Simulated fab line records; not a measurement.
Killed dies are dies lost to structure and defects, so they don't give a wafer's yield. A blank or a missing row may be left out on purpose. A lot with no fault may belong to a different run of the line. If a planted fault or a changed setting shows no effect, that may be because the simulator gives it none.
2 desks looking at one fault :: flow ritCmos :: every desk sees just its own numbers, and what lay behind them comes last

## AT THE TOOL OWNER'S DESK: plasmaAsher-03
The tool's own readings at RIT_CONTACT_STRIP_12 (strips in O2, time 180 s): means of the sampled wafers that have a number, for each lot that ran on this tool. A lot is out of limits, marked OUT, if its mean lies more than 4 standard deviations from the usual mean; the brackets give that distance.
Columns: A = drypumpMotorCurrentA at RIT_CONTACT_STRIP_12, usual 5.8 A; B = rfReflPowerW at RIT_CONTACT_STRIP_12, usual 7.1 W; C = runLengthS at RIT_CONTACT_STRIP_12, usual 208.4 s
lot: L570
first seen here: day 4 04:40
A: 5.6
B: 7.2
C: 208.5

lot: L578
first seen here: day 5 19:35
A: 6.1
B: -
C: 183.1 (-60) OUT

lot: L579
first seen here: day 5 22:41
A: 5.6
B: -
C: 183.2 (-60) OUT

lot: L580
first seen here: day 6 04:55
A: 5.4
B: -
C: 183.3 (-60) OUT
This desk's finding: out of limits on L578, L579, L580; first on L578, day 5 19:35 (runLengthS at RIT_CONTACT_STRIP_12). L570 stayed within limits.

## AT THE METROLOGY DESK
What the gauges read, lot by lot, whatever tool the lot ran on: means of the sampled wafers that have a number. A lot is out of limits, marked OUT, if its mean lies more than 4 standard deviations from the usual mean; the brackets give that distance.
Columns: A = CONTACT_TEOS_THK at RIT_CONTACT_THK_MEAS_01, usual 401 nm; B = cdNm at RIT_CONTACT_CD_MEAS_08, usual 1000.0 nm; C = CONTACT_OVL at RIT_CONTACT_OVL_MEAS_09, usual -1.1 nm; D = cdNm at RIT_CONTACT_CD_MEAS_90, usual 1000.0 nm
lot: L567
first seen here: day 3 08:24
A: 396
B: 1002.5
C: -0.5
D: 1002.0

lot: L570
first seen here: day 4 03:09
A: 400
B: 998.1
C: -0.7
D: 998.2

lot: L578
first seen here: day 5 17:59
A: 407
B: 1002.5
C: -4.6
D: 1002.0

lot: L579
first seen here: day 5 21:09
A: 399
B: 997.4
C: -1.7
D: 997.1

lot: L580
first seen here: day 6 03:16
A: 396
B: 994.9
C: -0.2
D: 994.7

lot: L583
first seen here: day 6 17:31
A: 400
B: 998.6
C: 0.6
D: 998.5

lot: L584
first seen here: day 6 21:53
A: 404
B: 998.9
C: -2.3
D: 999.5
This desk's verdict: no lot among the 7 shows anything out of limits.

## TAKEN TOGETHER
The tool owner's desk had the chance to raise an alarm at day 5 19:35 on L578, L579, L580.
Nothing out of limits was seen by the metrology desk.
The metrology desk holds a record of L578, L579, L580, inside its limits.
RIT_CONTACT_STRIP_12 was run on plasmaAsher-03 by each of the lots named.

## WHAT THE SIMULATOR HAD INSERTED
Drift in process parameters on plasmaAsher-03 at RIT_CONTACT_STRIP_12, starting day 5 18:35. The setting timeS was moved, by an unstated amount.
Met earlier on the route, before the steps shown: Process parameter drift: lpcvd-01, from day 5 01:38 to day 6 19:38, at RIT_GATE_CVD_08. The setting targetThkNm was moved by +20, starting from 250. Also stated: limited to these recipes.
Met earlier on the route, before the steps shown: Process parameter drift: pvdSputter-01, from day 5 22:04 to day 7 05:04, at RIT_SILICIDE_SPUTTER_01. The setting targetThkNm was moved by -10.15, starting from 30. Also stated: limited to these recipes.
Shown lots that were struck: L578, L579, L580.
How many hours passed from the start of the fault until each desk's first out-of-limits reading: the tool owner's desk, 1.
